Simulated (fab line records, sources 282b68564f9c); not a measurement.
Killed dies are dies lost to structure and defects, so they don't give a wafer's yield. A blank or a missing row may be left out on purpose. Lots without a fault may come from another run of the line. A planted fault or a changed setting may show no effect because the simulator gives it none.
Problem report in the 8D (eight disciplines) form, filled by code | flow rit_cmos | the parts of the form that need people (team, actions taken, sign-off) are left out

1. THE PROBLEM
killed_at_M0_to_M3 at RIT_M1_PROBE_99 reads a mean of 5.0 on 1 wafer of 1 lot; wafers without a fault read 0.0 with a standard deviation of 0.083. That is +60 standard deviations from the usual mean.
First seen on wafer L347.6, day 7 16:19, on prober-01. The record holds 15 wafers of 5 lots with a number at this step. Rule for "out", or "out of limits": more than 4 standard deviations from the usual mean. The other wafers with a number count as sound.

2. WHAT IT IS AND WHAT IT IS NOT
question                    | is                 | is not
which readings at this step | killed_at_M0_to_M3 | killed_at_contacts, killed_at_front_end, killed_open, killed_short, sort_bin_3_pad_short, sort_bin_6_memory
which lots                  | L347               | L338, L339, L345, L349
which wafers of those lots  | L347.6             | L347.2, L347.4
read on which tools         | prober-01          | prober-02
when                        | from day 7 16:19   | up to then (11 sound wafers); but 3 sound wafers of L349 came after

3. SUSPECTS, AND WHAT RULES EACH OUT
Counting: a tool at a process step up to the reading stays a suspect if it ran every lot that is out. Sound lots after the first of them don't rule it out here, since some wafers of a struck lot are sound.
- pvd_sputter-01 at RIT_M1_SPUTTER_00 (material Al, target thk 400 nm, time 500 s): kept. It ran the lot that is out, L347 (day 7 11:25); its last sound lot up to then is L345 (day 6 22:25).
- rie_metal-02 at RIT_M1_METAL_ETCH_12 (etches Al in Cl2/BCl3, stops on SiO2, time 165 s, target depth 600 nm): kept. It ran the lot that is out, L347 (day 7 13:26); its last sound lot up to then is L339 (day 5 18:26).
- plasma_asher-03 at RIT_M1_STRIP_14 (strips in O2, time 180 s): kept. It ran the lot that is out, L347 (day 7 13:48).
- prober-01 at RIT_M1_PROBE_99: kept. It ran the lot that is out, L347 (day 7 16:07); its last sound lot up to then is L345 (day 7 02:53). Its own readings are out on those wafers: killed_at_M0_to_M3.
- Within rie_metal-02 at RIT_M1_METAL_ETCH_12: the wafers that are out ran in chamber 0; their sound lot-mates ran in chamber 1.
Left after counting: pvd_sputter-01 at RIT_M1_SPUTTER_00, rie_metal-02 at RIT_M1_METAL_ETCH_12, plasma_asher-03 at RIT_M1_STRIP_14, prober-01 at RIT_M1_PROBE_99.

4. THE CAUSE (what the simulator had put in)
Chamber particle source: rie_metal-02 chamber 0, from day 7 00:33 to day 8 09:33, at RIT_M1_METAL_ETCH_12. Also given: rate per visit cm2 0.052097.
Counting left 4 suspects, and this tool is among them.

5. THE CHAIN OF EFFECTS, in route order
Each row: a reading whose mean over the struck wafers that have a number lies more than 3 standard deviations from the usual. Only readings for which the record gives a usual standard deviation are gone through. hours: the time from each lot's start at the first step in this table that gives one to its start at this step, as a median over the lots. sigmas: the change in usual standard deviations.
hours | step            | reading            | usual | on struck wafers | change | sigmas
0     | RIT_M1_PROBE_99 | killed_at_M0_to_M3 | 0.0   | 5.0              | +5.0   | +60
The process steps in it:
- RIT_M1_PROBE_99

6. WHAT WOULD HAVE CAUGHT IT SOONER
In this record the first reading out of limits was taken at day 7 16:19, 16 hours after the fault began at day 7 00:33.
Of the tool readings at RIT_M1_METAL_ETCH_12 for which the record gives a usual standard deviation, none was out on any struck wafer, so an alarm limit of 4 standard deviations on them would not have fired.
All the lots that are out (1) had begun RIT_M1_METAL_ETCH_12 on rie_metal-02 by day 7 16:19. A hold on the tool at that time would have spared none of them.
